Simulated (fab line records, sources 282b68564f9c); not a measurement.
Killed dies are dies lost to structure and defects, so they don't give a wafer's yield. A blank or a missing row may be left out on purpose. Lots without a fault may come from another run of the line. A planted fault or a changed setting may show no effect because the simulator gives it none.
fab line records | flow rit_cmos
record lots=6 wafers=18 last_day=7
route steps=202 shown SPACER@127 NSD@131 PSD@143 SDANNEAL@153 PLDD@159 M1@202
lots that met no fault: from a run of the same line without faults
start_h: hours from the record's first day to the start of the lot's first wafer shown | wait_h: hours since the lot's step before | " the same as in the row above | L1.1+2: a row that stands for several wafers | - no value, or no start given | * or withheld: withheld | < > ~ a bound
route shown NAME@n: a module of which the file shows steps, and the number in the route of the first | usual: mean/standard deviation of fault-free wafers | same: alike in all rows | chamber/n: place in a boat | sites: the reading at each site | _std_site: their standard deviation | _edge_site: outer sites' mean less inner sites' | radius_mm: how far each site lies from the wafer's centre | mask NAME#n: copy n | behind: the tool/chamber that last shaped the wafer | hold: why the lot was held/for how many hours/how that ended | device: the transistor (n, p or np) that didn't switch | end of line: the same wafers' tests at the end of the route | a step without rows: its recipe alone | killed: dies lost to structure and defects at the first sort, not the wafer's yield | map: a wafer's dies, x killed, . not, _ none there
set.NAME: the setting as run; set.NAME@STEP: as run at that earlier step | model.NAME: the simulator's own value behind a step, which no gauge read
lots at some steps of the route; a table a step, a row a wafer
services: from which hour (start_h, from the record's first day; less than 0 if before it) a tool's chamber was out of use, for how many hours, and why
## steps
# step RIT_SPACER_CLEAN_02
# recipe chemistry=SC2 mix=3:3:50 time_s=600 temp_c=75 dry=n2_spin
# step RIT_SPACER_CVD_03
# recipe material=Si3N4 target_thk_nm=250 temp_c=810 precursor=SiH2Cl2/NH3 time_s=3300 pressure_mtorr=300 sih2cl2_flow_sccm=60 nh3_flow_sccm=150
# step RIT_SPACER_THK_MEAS_04
# recipe reads=Si3N4_of_SPACER_CVD_03
# usual SPACER_NITRIDE_THK=250.8/2.6
# columns lot.wafer tool chamber start_h wait_h SPACER_NITRIDE_THK[nm]
L293.1 film_metro-03 - 79.13 0.0 254.9
L293.3 " - " " 254.7
L293.4 " - " " 255.7
L294.2 film_metro-04 - 86.19 0.0 250.0
L294.3 " - " " 247.4
L294.4 " - " " 248.8
L301.1 film_metro-04 - 115.17 0.0 250.4
L301.2 " - " " 251.0
L301.6 " - " " 253.2
L302.4 film_metro-04 - 123.01 0.0 252.1
L302.5 " - " " 251.4
L302.6 " - " " 252.5
L303.1 film_metro-03 - 129.61 0.0 250.0
L303.5 " - " " 248.2
L303.6 " - " " 250.6
L308.1 film_metro-03 - 150.83 0.0 248.8
L308.2 " - " " 250.9
L308.3 " - " " 252.5
# step RIT_SPACER_ETCHBACK_05
# recipe target_depth_a=2500 SF6_flow_sccm=30 CHF3_flow_sccm=30 target=Si3N4 chemistry=SF6/CHF3 pressure_mtorr=40 rf_w=250 time_s=240 stop_on=SiO2
# usual chamber_pressure_mTorr=40.00/0.038 drypump_motor_current_A=5.6/0.5 oes_product_au=0.851/0.014 throttle_valve_pct=10.23/0.13
# columns lot.wafer tool chamber start_h wait_h chamber_pressure_mTorr drypump_motor_current_A oes_product_au rf_hours_counter_h throttle_valve_pct
L293.1 rie_diel-03 2 79.19 0.1 39.91 6.1 0.837 12 10.22
L293.3 " 0 " " 40.09 5.1 0.856 54 10.32
L293.4 " 1 " " 39.92 5.4 0.875 13 10.27
L294.2 rie_diel-03 3 86.24 0.0 40.07 5.8 0.865 133 10.01
L294.3 " 2 " " 39.98 6.1 0.814 13 10.22
L294.4 " 0 " " 39.99 5.2 0.846 54 10.32
L301.1 rie_diel-04 2 115.23 0.1 40.02 6.0 0.839 84 10.33
L301.2 " 3 " " 39.99 5.8 0.862 125 10.34
L301.6 " 2 " " 40.03 6.0 0.840 - 10.33
L302.4 rie_diel-04 1 123.04 0.0 40.00 4.8 0.853 20 10.43
L302.5 " 1 " " 40.05 4.8 0.858 - 10.43
L302.6 " 2 " " 40.02 6.0 0.838 - 10.34
L303.1 rie_diel-01 1 129.67 0.1 40.01 5.3 0.856 130 10.35
L303.5 " 0 " " 40.00 6.7 0.833 - 10.07
L303.6 " 3 " " 39.95 5.5 0.849 - 10.23
L308.1 rie_diel-04 2 150.89 0.1 39.96 6.0 0.834 85 10.34
L308.2 " 0 " " 39.96 5.2 0.840 130 10.20
L308.3 " 1 " " 40.04 4.8 0.852 20 10.42
# step RIT_NSD_HMDS_00
# recipe prime_time_s=60 prime_temp_c=140
# step RIT_NSD_COAT_01
# recipe resist=NOVOLAK spin_rpm=3250 resist_thk_nm=1000
# step RIT_NSD_SOFTBAKE_02
# recipe resist=NOVOLAK temp_c=90 time_s=60
# step RIT_NSD_EXPOSE_03
# recipe mask_id=M9 na=0.57 target_cd_nm=40700 dose_mj=250
# step RIT_NSD_PEB_04
# recipe resist=NOVOLAK temp_c=withheld time_s=withheld
# step RIT_NSD_DEVELOP_05
# recipe resist=NOVOLAK develop_time_s=50 dev_temp_c=23
# step RIT_NSD_OVL_MEAS_06
# usual NSD_OVL=0.7/1.4
# columns lot.wafer tool chamber start_h wait_h NSD_OVL[nm]
L293.1 overlay-02 - 80.19 - 0.5
L293.3 " - " " 0.4
L293.4 " - " " 0.8
L294.2 overlay-01 - 87.41 - 3.2
L294.3 " - " " 3.5
L294.4 " - " " 2.9
L301.1 overlay-01 - 116.23 - -0.2
L301.2 " - " " 1.3
L301.6 " - " " -0.6
L302.4 overlay-01 - 124.06 - 0.6
L302.5 " - " " 1.6
L302.6 " - " " 1.0
L303.1 overlay-01 - 130.98 - 2.4
L303.5 " - " " 1.8
L303.6 " - " " 3.3
L308.1 overlay-02 - 151.96 - 1.7
L308.2 " - " " -3.6
L308.3 " - " " -0.7
# step RIT_NSD_HARDBAKE_07
# recipe resist=NOVOLAK temp_c=140 time_s=60
# step RIT_NSD_IMPLANT_08
# recipe species=P energy_kev=25 dose_cm2=1e+15 tilt_deg=7
# usual beam_energy_keV=25.001/0.0071 dose_ions_cm2=1e+15/1.1e+12
# columns lot.wafer tool chamber start_h wait_h beam_energy_keV dose_ions_cm2 model.implant.rp_nm model.implant.drp_nm
L293.1 implanter-02 0 80.37 0.1 25.005 9.983e+14 32.46 14.84
L293.3 " 0 " " 25.006 9.977e+14 32.46 14.84
L293.4 " 0 " " 24.991 9.988e+14 32.46 14.84
L294.2 implanter-04 0 87.61 0.1 24.995 1.0013e+15 32.33 14.84
L294.3 " 0 " " 25.008 1.0013e+15 32.33 14.84
L294.4 " 0 " " 24.997 9.988e+14 32.33 14.84
L301.1 implanter-04 0 116.42 0.1 32.502 1.0015e+15 39.75 17.72
L301.2 " 0 " " 32.505 1.0008e+15 39.75 17.72
L301.6 " 0 " " 32.502 1.0009e+15 39.75 17.72
L302.4 implanter-02 0 124.30 0.1 24.999 9.996e+14 32.86 14.84
L302.5 " 0 " " 24.992 1.0009e+15 32.86 14.84
L302.6 " 0 " " 25.001 1.0016e+15 32.86 14.84
L303.1 implanter-04 0 131.41 0.1 32.503 1.0007e+15 40.42 17.72
L303.5 " 0 " " 32.495 1.0004e+15 40.42 17.72
L303.6 " 0 " " 32.507 1.0009e+15 40.42 17.72
L308.1 implanter-02 0 152.15 0.1 25.006 9.997e+14 32 14.84
L308.2 " 0 " " 25.009 9.992e+14 32 14.84
L308.3 " 0 " " 25.009 9.986e+14 32 14.84
# step RIT_NSD_STRIP_09
# recipe chemistry=O2 time_s=180 resist=NOVOLAK platen_temp_c=withheld power_w=500 pressure_mtorr=4000 o2_flow_sccm=4000
# usual chamber_pressure_mTorr=4000/3.8 drypump_motor_current_A=6.0/0.52
# columns lot.wafer tool chamber start_h wait_h chamber_pressure_mTorr drypump_motor_current_A rf_hours_counter_h
L293.1 plasma_asher-01 1 80.52 0.1 4001 6.0 42
L293.3 " 0 " " 3997 6.1 -
L293.4 " 1 " " 4000 6.0 -
L294.2 plasma_asher-02 1 87.74 0.1 3994 4.9 41
L294.3 " 0 " " 4000 6.8 -
L294.4 " 1 " " 3997 5.0 -
L301.1 plasma_asher-01 0 116.57 0.1 3996 6.1 47
L301.2 " 1 " " 4000 6.0 47
L301.6 " 0 " " 4003 6.1 -
L302.4 plasma_asher-03 0 124.44 0.1 3995 6.3 -
L302.5 " 0 " " 4001 6.3 -
L302.6 " 1 " " 3999 5.8 -
L303.1 plasma_asher-03 0 131.56 0.1 4002 6.3 1
L303.5 " 0 " " 4001 6.3 -
L303.6 " 1 " " 3999 5.8 -
L308.1 plasma_asher-01 0 152.30 0.1 3992 6.1 50
L308.2 " 1 " " 3997 6.0 50
L308.3 " 1 " " 4001 6.1 -
# step RIT_NSD_TW_MEAS_10
# usual NSD_TW=3117/29
# columns lot.wafer tool chamber start_h wait_h hold NSD_TW
L293.1 film_metro-01 - 80.70 0.1 - 3163
L293.3 " - " " - 3144
L293.4 " - " " - 3168
L294.2 film_metro-03 - 87.92 0.1 - 3093
L294.3 " - " " - 3075
L294.4 " - " " - 3094
L301.1 film_metro-03 - 116.74 0.1 await_dispo/0.2h/release 3306
L301.2 " - " " await_dispo/0.2h/release 3289
L301.6 " - " " await_dispo/0.2h/release 3312
L301.1 film_metro-03 - 116.97 0.2 - 3298
L301.2 " - " " - 3304
L301.6 " - " " - 3307
L302.4 film_metro-03 - 124.58 0.1 - 3111
L302.5 " - " " - 3107
L302.6 " - " " - 3098
L303.1 film_metro-01 - 131.74 0.1 await_dispo/0.2h/release 3383
L303.5 " - " " await_dispo/0.2h/release 3387
L303.6 " - " " await_dispo/0.2h/release 3381
L303.1 film_metro-01 - 131.96 0.2 - 3372
L303.5 " - " " - 3378
L303.6 " - " " - 3366
L308.1 film_metro-01 - 152.47 0.1 - 3150
L308.2 " - " " - 3145
L308.3 " - " " - 3139
# step RIT_PSD_COAT_01
# recipe resist=NOVOLAK spin_rpm=3250 resist_thk_nm=1000
# step RIT_PSD_SOFTBAKE_02
# recipe resist=NOVOLAK temp_c=90 time_s=60
# step RIT_PSD_EXPOSE_03
# recipe mask_id=M10 na=0.57 target_cd_nm=40900 dose_mj=250
# step RIT_PSD_PEB_04
# recipe resist=NOVOLAK temp_c=withheld time_s=withheld
# step RIT_PSD_DEVELOP_05
# recipe resist=NOVOLAK develop_time_s=50 dev_temp_c=23
# step RIT_PSD_OVL_MEAS_06
# usual PSD_OVL=-0.4/1.7
# columns lot.wafer tool chamber start_h wait_h PSD_OVL[nm]
L293.1 overlay-01 - 81.77 - 0.7
L293.3 " - " " 0.8
L293.4 " - " " 0.5
L294.2 overlay-01 - 88.83 - -0.4
L294.3 " - " " -0.2
L294.4 " - " " -0.4
L301.1 overlay-01 - 120.98 - 1.3
L301.2 " - " " 1.9
L301.6 " - " " 0.7
L302.4 overlay-02 - 125.48 - 0.4
L302.5 " - " " 1.5
L302.6 " - " " -0.5
L303.1 overlay-01 - 141.84 - -1.0
L303.5 " - " " 0.9
L303.6 " - " " 1.2
L308.1 overlay-02 - 153.51 - 0.8
L308.2 " - " " 1.5
L308.3 " - " " 0.7
# step RIT_PSD_HARDBAKE_07
# recipe resist=NOVOLAK temp_c=140 time_s=60
# step RIT_PSD_IMPLANT_08
# recipe species=BF2 energy_kev=27 dose_cm2=5e+15 tilt_deg=7
# step RIT_PSD_STRIP_09
# recipe chemistry=O2 time_s=180 resist=NOVOLAK platen_temp_c=withheld power_w=500 pressure_mtorr=4000 o2_flow_sccm=4000
# usual chamber_pressure_mTorr=4000/4 drypump_motor_current_A=6.1/0.57
# columns lot.wafer tool chamber start_h wait_h chamber_pressure_mTorr drypump_motor_current_A rf_hours_counter_h
L293.1 plasma_asher-01 0 82.11 0.1 3999 6.1 42
L293.3 " 0 " " 4005 6.1 -
L293.4 " 1 " " 4002 6.0 -
L294.2 plasma_asher-02 0 89.16 0.1 4002 6.8 41
L294.3 " 1 " " 4002 5.0 -
L294.4 " 0 " " 3999 6.8 -
L301.1 plasma_asher-04 0 121.52 0.2 4002 5.9 32
L301.2 " 1 " " 3995 6.6 32
L301.6 " 1 " " 3998 6.6 -
L302.4 plasma_asher-04 0 125.86 0.1 4004 5.9 -
L302.5 " 1 " " 3999 6.6 -
L302.6 " 0 " " 4000 5.9 -
L303.1 plasma_asher-04 0 142.18 0.1 4004 5.9 34
L303.5 " 1 " " 4001 6.6 -
L303.6 " 0 " " 4002 5.9 -
L308.1 plasma_asher-02 1 153.84 0.1 3998 4.9 48
L308.2 " 0 " " 3996 6.8 48
L308.3 " 0 " " 3998 6.8 -
# step RIT_PSD_TW_MEAS_10
# usual PSD_TW=3423/28
# columns lot.wafer tool chamber start_h wait_h PSD_TW
L293.1 film_metro-03 - 82.28 0.1 3411
L293.3 " - " " 3406
L293.4 " - " " 3438
L294.2 film_metro-03 - 89.34 0.1 3397
L294.3 " - " " 3408
L294.4 " - " " 3416
L301.1 film_metro-02 - 121.70 0.1 3422
L301.2 " - " " 3398
L301.6 " - " " 3414
L302.4 film_metro-03 - 126.00 0.1 3405
L302.5 " - " " 3396
L302.6 " - " " 3410
L303.1 film_metro-02 - 142.35 0.1 3413
L303.5 " - " " 3399
L303.6 " - " " 3416
L308.1 film_metro-01 - 154.02 0.1 3457
L308.2 " - " " 3440
L308.3 " - " " 3455
# step RIT_SDANNEAL_CLEAN_00
# recipe chemistry=SC1 mix=3:3:50 time_s=600 temp_c=75
# step RIT_SDANNEAL_CLEAN_01
# recipe chemistry=dHF dilution=50:1 time_s=30
# step RIT_SDANNEAL_CLEAN_02
# recipe chemistry=SC2 mix=3:3:50 time_s=600 temp_c=75 dry=n2_spin
# step RIT_SDANNEAL_RTA_03
# recipe temp_c=1050 time_s=5 idle_temp_c=600 ramp_up_c_per_s=342 ramp_down_c_per_s=171 cool_to_c=600 ambient=N2
# usual ramp_up_c_per_s=342.00/0.066 wafer_temp_C_max=1053.5/1.1
# columns lot.wafer tool chamber start_h wait_h ramp_up_c_per_s wafer_temp_C_max
L293.1 rtp_anneal-02 0 82.72 0.0 342.04 1054.7
L293.3 " 0 " " 341.90 1054.8
L293.4 " 0 " " 341.97 1054.5
L294.2 rtp_anneal-01 0 89.78 0.0 341.92 1052.6
L294.3 " 0 " " 341.96 1052.1
L294.4 " 0 " " 342.10 1053.9
L301.1 rtp_anneal-01 0 122.19 0.0 342.05 1052.2
L301.2 " 0 " " 341.93 1055.4
L301.6 " 0 " " 341.91 1052.3
L302.4 rtp_anneal-02 0 126.43 0.0 342.11 1053.7
L302.5 " 0 " " 341.97 1052.8
L302.6 " 0 " " 341.99 1054.7
L303.1 rtp_anneal-01 0 142.78 0.0 341.97 1052.2
L303.5 " 0 " " 342.06 1052.8
L303.6 " 0 " " 341.93 1053.3
L308.1 rtp_anneal-02 0 154.45 0.0 342.05 1052.7
L308.2 " 0 " " 341.99 1054.1
L308.3 " 0 " " 341.98 1054.7
# step RIT_SDANNEAL_RS_MEAS_04
# recipe thk_meas_gauge=four-point-probe
# usual PSD_RS=115.88/0.29
# columns lot.wafer tool chamber start_h wait_h PSD_RS[ohm/sq]
L293.1 film_metro-03 - 82.78 0.0 115.47
L293.3 " - " " 115.76
L293.4 " - " " 115.59
L294.2 film_metro-03 - 89.85 0.1 115.44
L294.3 " - " " 115.71
L294.4 " - " " 115.37
L301.1 film_metro-01 - 122.24 0.0 115.71
L301.2 " - " " 115.89
L301.6 " - " " 115.56
L302.4 film_metro-01 - 126.52 0.1 115.79
L302.5 " - " " 116.14
L302.6 " - " " 115.71
L303.1 film_metro-01 - 142.84 0.0 116.62
L303.5 " - " " 116.18
L303.6 " - " " 116.50
L308.1 film_metro-02 - 154.51 0.0 115.65
L308.2 " - " " 115.75
L308.3 " - " " 115.79
# step RIT_SDANNEAL_RS_MEAS_05
# recipe thk_meas_gauge=four-point-probe
# usual NSD_RS=84.52/0.24
# columns lot.wafer tool chamber start_h wait_h hold NSD_RS[ohm/sq]
L293.1 film_metro-03 - 82.90 0.1 - 84.50
L293.3 " - " " - 84.91
L293.4 " - " " - 84.90
L294.2 film_metro-03 - 89.97 0.1 - 84.77
L294.3 " - " " - 84.55
L294.4 " - " " - 84.70
L301.1 film_metro-01 - 122.36 0.1 await_dispo/0.2h/release 81.92
L301.2 " - " " await_dispo/0.2h/release 81.66
L301.6 " - " " await_dispo/0.2h/release 81.99
L301.1 film_metro-01 - 122.65 0.3 - 81.87
L301.2 " - " " - 81.70
L301.6 " - " " - 81.80
L302.4 film_metro-01 - 126.64 0.1 - 84.53
L302.5 " - " " - 84.75
L302.6 " - " " - 84.52
L303.1 film_metro-01 - 142.96 0.1 await_dispo/0.2h/release 81.46
L303.5 " - " " await_dispo/0.2h/release 81.38
L303.6 " - " " await_dispo/0.2h/release 81.57
L303.1 film_metro-01 - 143.24 0.3 - 81.73
L303.5 " - " " - 81.41
L303.6 " - " " - 81.27
L308.1 film_metro-02 - 154.63 0.1 - 84.41
L308.2 " - " " - 84.69
L308.3 " - " " - 84.41
# step RIT_SDANNEAL_RS_MEAS_06
# recipe thk_meas_gauge=four-point-probe
# usual PLDD_RS=178.7/0.46
# columns lot.wafer tool chamber start_h wait_h hold PLDD_RS[ohm/sq]
L293.1 film_metro-03 - 83.02 0.1 - 177.6
L293.3 " - " " - 178.2
L293.4 " - " " - 177.7
L294.2 film_metro-03 - 90.09 0.1 - 178.6
L294.3 " - " " - 178.6
L294.4 " - " " - 178.7
L301.1 film_metro-01 - 125.78 3.1 await_dispo/3.0h/release 178.2
L301.2 " - " " await_dispo/3.0h/release 177.7
L301.6 " - " " await_dispo/3.0h/release 178.0
L302.4 film_metro-01 - 126.76 0.1 - 178.8
L302.5 " - " " - 179.2
L302.6 " - " " - 178.5
L303.1 film_metro-01 - 147.73 4.5 await_dispo/4.4h/release 179.7
L303.5 " - " " await_dispo/4.4h/release 179.4
L303.6 " - " " await_dispo/4.4h/release 179.3
L308.1 film_metro-02 - 154.75 0.1 - 178.9
L308.2 " - " " - 179.0
L308.3 " - " " - 179.3
# step RIT_M1_PROBE_99
# usual killed_at_contacts=0.1/0.28 killed_at_front_end=6.5/3 killed_dies=7/3 killed_open=3.2/2 killed_short=3.2/1.9
# same gross_dies=264 killed_at_M0_to_M3=0 killed_at_M4_up=0 killed_at_back_side=0 killed_at_other=0
# columns lot.wafer tool chamber start_h wait_h killed_at_contacts killed_at_front_end killed_dies killed_open killed_short
L293.1 prober-01 - 90.33 0.1 0 6 6 3 3
L293.3 prober-01 - 90.43 0.2 0 8 8 4 4
L293.4 prober-01 - 90.48 0.2 0 9 9 4 5
L294.2 prober-02 - 97.64 0.1 0 12 12 4 8
L294.3 prober-02 - 97.69 0.2 0 7 7 3 4
L294.4 prober-02 - 97.74 0.2 0 7 7 4 3
L301.1 prober-01 - 132.77 0.1 0 5 5 2 2
L301.2 prober-01 - 132.82 0.1 1 1 2 1 1
L301.6 prober-01 - 133.02 0.2 0 1 1 0 1
L302.4 prober-02 - 134.07 0.2 0 4 4 3 1
L302.5 prober-02 - 134.12 0.2 0 9 9 4 3
L302.6 prober-02 - 134.17 0.2 0 4 4 0 4
L303.1 prober-01 - 154.74 0.1 0 9 9 7 2
L303.5 prober-01 - 154.94 0.2 0 13 13 7 6
L303.6 prober-01 - 154.99 0.2 0 5 5 2 3
L308.1 prober-02 - 162.63 0.1 0 5 5 2 3
L308.2 prober-02 - 162.68 0.1 0 6 6 3 3
L308.3 prober-02 - 162.73 0.2 0 3 3 2 1
# killed by level:class
L293.1 GATE:geometric_particle:open=2 GATE:geometric_particle:short=2 FOX1:geometric_particle:open=1 SILICIDE:geometric_particle:short=1
L293.3 FOX2:geometric_particle:open=2 GATE:geometric_particle:short=2 SILICIDE:geometric_particle:short=2 GATE:geometric_particle:open=1 SPACER:geometric_particle:open=1
L293.4 GATE:geometric_particle:short=4 GATE:geometric_particle:open=3 SPACER:geometric_particle:open=1 SPACER:geometric_particle:short=1
L294.2 GATE:geometric_particle:open=3 REOX:geometric_particle:short=3 GATE:geometric_particle:short=2 ACTIVE:geometric_particle:short=1 FOX2:geometric_particle:short=1 FOX2:geometric_particle:open=1 SILICIDE:geometric_particle:short=1
L294.3 GATE:geometric_particle:short=3 REOX:geometric_particle:open=2 FOX1:geometric_particle:open=1 REOX:geometric_particle:short=1
L294.4 REOX:geometric_particle:open=3 GATE:geometric_particle:short=2 FOX1:geometric_particle:short=1 FOX1:geometric_particle:open=1
L301.1 GATE:geometric_particle:open=2 FOX2:geometric_particle:short=1 GATE:geometric_particle:short=1 NLDD:coat_microbubble_printed=1
L301.2 FOX2:geometric_particle:short=1 CONTACT:geometric_particle:open=1
L301.6 FOX1:geometric_particle:short=1
L302.4 GATE:geometric_particle:open=2 FOX2:geometric_particle:open=1 GATE:geometric_particle:short=1
L302.5 GATE:geometric_particle:short=2 SILICIDE:geometric_particle:open=2 NSD:coat_microbubble_printed=2 FOX1:geometric_particle:open=1 GATE:geometric_particle:open=1 SPACER:geometric_particle:short=1
L302.6 GATE:geometric_particle:short=2 SPACER:geometric_particle:short=1 SILICIDE:geometric_particle:short=1
L303.1 GATE:geometric_particle:open=3 FOX1:geometric_particle:open=2 REOX:geometric_particle:open=2 GATE:geometric_particle:short=1 REOX:geometric_particle:short=1
L303.5 GATE:geometric_particle:open=3 GATE:geometric_particle:short=3 FOX1:geometric_particle:open=2 FOX1:geometric_particle:short=1 REOX:geometric_particle:short=1 REOX:geometric_particle:open=1 SPACER:geometric_particle:open=1 SILICIDE:geometric_particle:short=1
L303.6 FOX1:geometric_particle:short=1 GATE:geometric_particle:short=1 REOX:geometric_particle:open=1 SILICIDE:geometric_particle:open=1 SILICIDE:geometric_particle:short=1
L308.1 ACTIVE:geometric_particle:short=1 FOX1:geometric_particle:short=1 FOX2:geometric_particle:short=1 GATE:geometric_particle:open=1 SPACER:geometric_particle:open=1
L308.2 GATE:geometric_particle:short=2 GATE:geometric_particle:open=2 REOX:geometric_particle:open=1 SPACER:geometric_particle:short=1
L308.3 FOX1:geometric_particle:open=1 GATE:geometric_particle:short=1 SPACER:geometric_particle:open=1
## services
# columns tool chamber start_h hours kind
rie_diel-01 2 63.80 7.4 repair
rie_diel-04 0 64.57 2.4 repair
plasma_asher-04 - 78.37 17.6 repair
rie_diel-03 - 90.50 2.8 pm
rie_diel-03 - 94.52 0.1 repair
implanter-04 - 106.25 1.9 repair
rtp_anneal-02 - 107.59 4.7 pm
plasma_asher-03 - 108.75 9.0 pm
plasma_asher-03 0 108.75 9.0 vent_cycle
plasma_asher-03 1 108.75 9.0 vent_cycle
plasma_asher-02 - 111.69 0.8 repair
rie_diel-03 3 116.70 11.5 repair
plasma_asher-03 0 117.75 - clean
plasma_asher-03 1 117.75 - clean
plasma_asher-01 - 122.12 4.2 pm
## key
first_sign step=RIT_NSD_IMPLANT_08 reading=beam_energy_keV direction=up sigmas=99+ usual=25.001 struck=32.502
effect step=RIT_NSD_TW_MEAS_10 reading=visit direction=added
effect step=RIT_NSD_TW_MEAS_10 reading=NSD_TW direction=up sigmas=7.9 usual=3117 struck=3343
effect step=RIT_SDANNEAL_RS_MEAS_05 reading=visit direction=added
effect step=RIT_SDANNEAL_RS_MEAS_05 reading=NSD_RS direction=down sigmas=12 usual=84.52 struck=81.66
model_effect step=RIT_NSD_IMPLANT_08 value=implant.rp_nm without=32.83 struck=40.08
met_at RIT_NSD_IMPLANT_08
struck_wafers L301.1,L301.2,L301.6,L303.1,L303.5,L303.6
tester_left_out L301,L303
onset_between 87.61 116.42
fault kind=process_parameter_drift tool=implanter-04 chamber=- onset_h=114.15 steps=RIT_NSD_IMPLANT_08 channel=energy_kev offset=7.5 shape=step end_h=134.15 acts_in=these_recipes_only stated=25
# tester_left_out: of these lots the tester's yield and bins aren't shown, on N5 and GAA mostly nor the transistor test; their killed dies are dies lost to structure and defects alone, not to doping, threshold or leakage, so they don't give the yield
